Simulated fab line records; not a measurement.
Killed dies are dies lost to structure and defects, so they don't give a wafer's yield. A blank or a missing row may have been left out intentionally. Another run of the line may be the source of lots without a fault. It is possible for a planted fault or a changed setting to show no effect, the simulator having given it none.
Which tool was responsible?	flow rit-cmos	13 lots, 39 wafers sampled, at 6 steps of a route of 202

WHAT THE GAUGES READ, wafer by wafer
RIT_PWELL_OVL_MEAS_06.
lot	measured	on	PWELL_OVL (nm)
L272	day 2 01:19	overlay-01	1.4 0.6 2.5
L274	day 2 09:44	overlay-01	-0.1 -0.6 0.6
L276	day 2 19:58	overlay-02	0.7 1.7 0.5
L277	day 3 05:14	overlay-01	1.1 0.2 1.3
L278	day 3 07:11	overlay-01	-0.8 -1.8 -0.2
L280	day 3 16:35	overlay-01	-0.5 0.0 -1.3
L283	day 4 06:38	overlay-02	-2.9 -1.4 -1.4
L284	day 4 12:59	overlay-02	-2.0 0.5 -0.4
L285	day 4 16:48	overlay-02	0.9 2.3 0.2
L290	day 5 18:28	overlay-01	0.6 -0.8 -2.5
L291	day 5 23:25	overlay-01	-1.1 -1.1 -0.7
L292	day 6 03:52	overlay-01	1.1 0.0 -2.1
L294	day 6 15:44	overlay-01	-1.8 -2.1 -1.1

RIT_NRETRO_OVL_MEAS_06.
lot	measured	on	NRETRO_OVL (nm)
L272	day 2 08:19	overlay-02	0.2 -0.6 1.9
L274	day 2 17:31	overlay-02	1.0 -0.4 0.0
L276	day 3 05:29	overlay-01	-1.7 -1.5 -4.2
L277	day 3 12:14	overlay-01	1.6 0.9 0.1
L278	day 3 15:29	overlay-01	-0.9 -1.4 -0.7
L280	day 4 00:49	overlay-01	0.3 1.3 0.9
L283	day 4 13:43	overlay-02	-1.5 -2.8 -3.9
L284	day 4 20:24	overlay-01	-0.5 -1.2 -0.1
L285	day 5 00:29	overlay-01	-1.5 0.8 -0.1
L290	day 6 02:15	overlay-02	-1.8 1.7 -1.4
L291	day 6 06:47	overlay-01	1.0 0.0 2.0
L292	day 6 11:41	overlay-01	-1.4 1.5 2.5
L294	day 7 00:35	overlay-02	-2.8 -1.6 -1.7

RIT_PLDD_OVL_MEAS_06.
lot	measured	on	PLDD_OVL (nm)
L272	day 2 23:20	overlay-02	1.9 -0.5 -0.6
L274	day 3 11:38	overlay-01	0.4 -0.1 -0.2
L276	day 3 22:07	overlay-02	-0.7 -1.2 -2.2
L277	day 4 03:10	overlay-02	-4.4 -2.6 -2.7
L278	day 4 05:46	overlay-02	-0.6 -1.3 -0.5
L280	day 4 16:37	overlay-01	-2.6 -1.9 -1.5
L283	day 5 06:29	overlay-02	1.6 0.3 0.0
L284	day 5 11:15	overlay-02	-0.6 0.1 -0.2
L285	day 5 13:58	overlay-01	-0.6 -3.1 -0.5
L290	day 6 18:49	overlay-02	-2.1 -2.4 -4.5
L291	day 6 21:16	overlay-02	0.2 1.3 -0.9
L292	day 7 05:10	overlay-01	-1.1 0.1 -1.1
L294	day 7 16:45	overlay-01	-1.2 -0.4 -1.5

RIT_SILICIDE_RS_MEAS_02: the measuring method here is four-point-probe.
lot	measured	on	SILICIDE_TI_RS (ohm/sq)
L272	day 3 09:02	film-metro-03	51.3 51.4 51.7
L274	day 3 18:49	film-metro-03	52.5 53.8 52.2
L276	day 4 05:14	film-metro-03	54.0 51.6 52.8
L277	day 4 10:23	film-metro-01	51.9 52.2 52.1
L278	day 4 13:02	film-metro-01	54.2 53.6 52.9
L280	day 5 00:07	film-metro-04	53.1 53.8 53.7
L283	day 5 14:13	film-metro-04	52.2 51.5 52.4
L284	day 5 18:40	film-metro-03	52.0 51.6 52.1
L285	day 5 21:35	film-metro-03	53.5 51.8 52.8
L290	day 7 01:55	film-metro-03	60.4 52.3 51.4
L291	day 7 04:47	film-metro-01	52.8 52.0 52.8
L292	day 7 12:11	film-metro-01	53.4 52.9 53.5
L294	day 8 00:10	film-metro-01	53.8 53.7 53.1

RIT_SILICIDE_THK_MEAS_03: measures by xrf.
lot	measured	on	SILICIDE_TI_THK (nm)
L272	day 3 09:09	film-metro-03	30.2 30.1 29.9
L274	day 3 18:56	film-metro-03	29.6 29.0 29.9
L276	day 4 05:22	film-metro-03	29.1 30.3 29.7
L277	day 4 10:31	film-metro-01	29.9 29.8 29.8
L278	day 4 13:08	film-metro-01	29.0 29.1 29.5
L280	day 5 00:13	film-metro-04	29.5 29.1 29.0
L283	day 5 14:20	film-metro-04	29.9 30.2 29.8
L284	day 5 18:47	film-metro-03	29.8 29.9 29.9
L285	day 5 21:41	film-metro-03	29.2 30.0 29.6
L290	day 7 02:02	film-metro-03	26.8 30.0 30.5
L291	day 7 04:53	film-metro-01	29.8 29.9 29.7
L292	day 7 12:19	film-metro-01	29.4 29.7 29.3
L294	day 8 00:17	film-metro-01	29.3 29.4 29.7

TOOL THAT RAN EACH LOT (tool first, then ch and the chambers of the sampled wafers, then the start)
lot	RIT_SILICIDE_SPUTTER_01
L272	pvd-sputter-01, day 3 08:53
L274	pvd-sputter-01, day 3 18:40
L276	pvd-sputter-01, day 4 05:05
L277	pvd-sputter-02, day 4 10:14
L278	pvd-sputter-03, day 4 12:52
L280	pvd-sputter-03, day 4 23:56
L283	pvd-sputter-03, day 5 14:04
L284	pvd-sputter-02, day 5 18:31
L285	pvd-sputter-03, day 5 21:23
L290	pvd-sputter-03, day 7 01:46
L291	pvd-sputter-01, day 7 04:35
L292	pvd-sputter-02, day 7 12:02
L294	pvd-sputter-02, day 8 00:01
- RIT_SILICIDE_SPUTTER_01: material Ti, target thk 30 nm, time 240 s.

WHAT THE TOOLS THEMSELVES READ (means of the sampled wafers that have a number; where no wafer has one, the mark that the record gives instead)
RIT_SILICIDE_SPUTTER_01.
lot	tool	throttle-valve-pct (%)
L272	pvd-sputter-01	31.5
L274	pvd-sputter-01	30.3
L276	pvd-sputter-01	30.1
L277	pvd-sputter-02	31.5
L278	pvd-sputter-03	29.5
L280	pvd-sputter-03	29.7
L283	pvd-sputter-03	29.4
L284	pvd-sputter-02	32.0
L285	pvd-sputter-03	30.0
L290	pvd-sputter-03	29.6
L291	pvd-sputter-01	30.5
L292	pvd-sputter-02	31.2
L294	pvd-sputter-02	30.9

THE ANSWER, worked out from the rows above alone
Rule: the lots themselves supply what counts as usual. Put in order of their means at a reading, lots are off if they are a third of the lots or fewer, leave a main group of 4 or more, and stand apart from it by a gap of 3 or more times the standard deviation of the main group's means; of several such gaps the widest counts. Not used: any main group whose means are identical at the precision the tables above print for the reading. Also off: a lot with no number at a reading for which 4 or more lots have one. Any other lot the step has rows for is counted as sound. Order of review: gauges by route order, followed by the tools' own readings, for which a lot's mean as printed above is used. At the first step where some lot is off, the reading lying furthest off is the one used; lots without a number count as furthest.
None of the lots is off at any reading shown; this tells nothing.

WHAT WAS PUT IN BY THE SIMULATOR
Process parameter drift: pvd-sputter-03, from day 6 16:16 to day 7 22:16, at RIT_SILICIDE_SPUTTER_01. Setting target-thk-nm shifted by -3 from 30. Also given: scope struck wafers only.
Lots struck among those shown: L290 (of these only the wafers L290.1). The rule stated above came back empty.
